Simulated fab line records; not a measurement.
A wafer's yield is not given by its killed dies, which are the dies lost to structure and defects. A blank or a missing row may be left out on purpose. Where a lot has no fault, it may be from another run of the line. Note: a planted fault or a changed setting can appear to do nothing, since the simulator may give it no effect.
A struck lot beside a sound one || flow rit-cmos || 34 steps out of a route of 202
Sound: these wafers, L760.1, L760.2, L760.6. The struck wafers were L768.2, L768.3, L768.6. Last of all comes the cause.
Order at every step that has rows: each side's tool, ch and its chambers, its first start. Under that, the readings that differ: sound wafers || struck wafers || difference of the means || sigmas: that difference in standard deviations of wafers without a fault.
alike: readings whose means differ by less than 2 such deviations, and words and numbers that are the same on both sides. not compared: withheld readings, readings that some wafer has no value for, bounds like >300 that may hide the same value, and numbers for which the record gives no deviation and whose values overlap.
The two part at a step that has a row with sigmas, a row that says differs or no value, or rows on one side only. Numbers that have no deviation but don't overlap get no sigmas and don't part them. A reading that every wafer of one side lacks parts them only if that side has two wafers or more.

first, 2 steps without rows for these wafers: RIT_SPACER_CLEAN_02 (cleans in SC2, time 600 s); RIT_SPACER_CVD_03 (deposits Si3N4 from SiH2Cl2/NH3, target thk 250 nm, time 3300 s).
RIT_SPACER_THK_MEAS_04:
  sound: film-metro-02 at day 3 03:30; struck: film-metro-02 at day 4 14:40
  alike: SPACER_NITRIDE_THK
RIT_SPACER_ETCHBACK_05: etches Si3N4 in SF6/CHF3, stops on SiO2, target depth 250 nm, time 240 s.
  sound on rie-diel-03 ch 0,3, day 3 03:34; struck on rie-diel-01 ch 0,1,3, day 4 14:43
  alike: drypump-motor-current-A, oes-product-au, throttle-valve-pct
  not compared: rf-hours-counter-h
then, 6 steps without rows for these wafers: RIT_NSD_HMDS_00 (prime time 60 s); RIT_NSD_COAT_01 (resist thk 1000 nm); RIT_NSD_SOFTBAKE_02 (time 60 s); RIT_NSD_EXPOSE_03 (exposes mask M9, target cd 40700 nm); RIT_NSD_PEB_04; RIT_NSD_DEVELOP_05 (develop time 50 s).
RIT_NSD_OVL_MEAS_06:
  sound: overlay-02 at day 3 04:34; struck: overlay-01 at day 4 15:43
  alike: NSD_OVL
then, 1 step without rows for these wafers: RIT_NSD_HARDBAKE_07 (time 60 s).
RIT_NSD_IMPLANT_08:
  sound on implanter-03 ch 0, day 3 04:44; struck on implanter-03 ch 0, day 4 15:56
{"reading": "dose-ions-cm2", "sound": "9.996e+14 9.972e+14 9.972e+14", "struck": "1.0201e+15 1.0184e+15 1.0172e+15", "difference": "+2.0567e+13", "sigmas": "+21"}
  alike: beam-energy-keV
RIT_NSD_STRIP_09: strips in O2, time 180 s.
  sound on plasma-asher-01 ch 0,1, day 3 04:53; struck on plasma-asher-04 ch 0,1, day 4 16:03
  alike: drypump-motor-current-A
  not compared: rf-hours-counter-h
RIT_NSD_TW_MEAS_10:
  sound: film-metro-03 at day 3 05:04; struck: film-metro-02 at day 4 16:14
{"reading": "NSD_TW", "sound": "3089 3088 3057", "struck": "3198 3200 3182", "difference": "+115", "sigmas": "+3"}
then, 6 steps without rows for these wafers: RIT_PSD_HMDS_00 (prime time 60 s); RIT_PSD_COAT_01 (resist thk 1000 nm); RIT_PSD_SOFTBAKE_02 (time 60 s); RIT_PSD_EXPOSE_03 (exposes mask M10, target cd 40900 nm); RIT_PSD_PEB_04; RIT_PSD_DEVELOP_05 (develop time 50 s).
RIT_PSD_OVL_MEAS_06:
  sound: overlay-01 at day 3 06:07; struck: overlay-02 at day 4 17:09
  alike: PSD_OVL
then, 2 steps without rows for these wafers: RIT_PSD_HARDBAKE_07 (time 60 s); RIT_PSD_IMPLANT_08.
RIT_PSD_STRIP_09: strips in O2, time 180 s.
  sound on plasma-asher-03 ch 0,1, day 3 06:28; struck on plasma-asher-01 ch 0, day 4 17:29
  alike: drypump-motor-current-A
  not compared: rf-hours-counter-h
RIT_PSD_TW_MEAS_10:
  sound: film-metro-04 at day 3 06:38; struck: film-metro-03 at day 4 17:40
  alike: PSD_TW
then, 3 steps without rows for these wafers: RIT_SDANNEAL_CLEAN_00 (cleans in SC1, time 600 s); RIT_SDANNEAL_CLEAN_01 (cleans in dHF, time 30 s); RIT_SDANNEAL_CLEAN_02 (cleans in SC2, time 600 s).
RIT_SDANNEAL_RTA_03: time 5 s.
  sound on rtp-anneal-02 ch 0, day 3 07:05; struck on rtp-anneal-02 ch 0, day 4 18:05
  alike: wafer_temp_C_max
RIT_SDANNEAL_RS_MEAS_04: the measuring method here is four-point-probe.
  sound: film-metro-02 at day 3 07:09; struck: film-metro-03 at day 4 18:10
  alike: PSD_RS
RIT_SDANNEAL_RS_MEAS_05: the measuring method here is four-point-probe.
  sound: film-metro-02 at day 3 07:16; struck: film-metro-03 at day 4 18:17
{"reading": "NSD_RS (ohm/sq)", "sound": "84.52 85.00 84.79", "struck": "82.87 83.34 83.62", "difference": -1.49, "sigmas": -5}
RIT_SDANNEAL_RS_MEAS_06: the measuring method here is four-point-probe.
  sound: film-metro-02 at day 3 07:23; struck: film-metro-03 at day 4 18:24
  alike: PLDD_RS
RIT_M1_PROBE_99:
  sound: prober-01 at day 3 14:42; struck: prober-01 at day 5 01:50
  alike: killed-at-front-end, killed-dies, killed-open, killed-short

== WHERE THEY PART ==
At RIT_NSD_IMPLANT_08 first; at RIT_SDANNEAL_RS_MEAS_05 last (within this record only). Later steps at which nothing parts them and some readings are alike: RIT_SDANNEAL_RS_MEAS_06, RIT_M1_PROBE_99.

WHY: the cause the simulator had injected
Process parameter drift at RIT_NSD_IMPLANT_08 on implanter-03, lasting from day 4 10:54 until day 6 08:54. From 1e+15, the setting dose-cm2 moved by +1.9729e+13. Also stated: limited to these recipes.
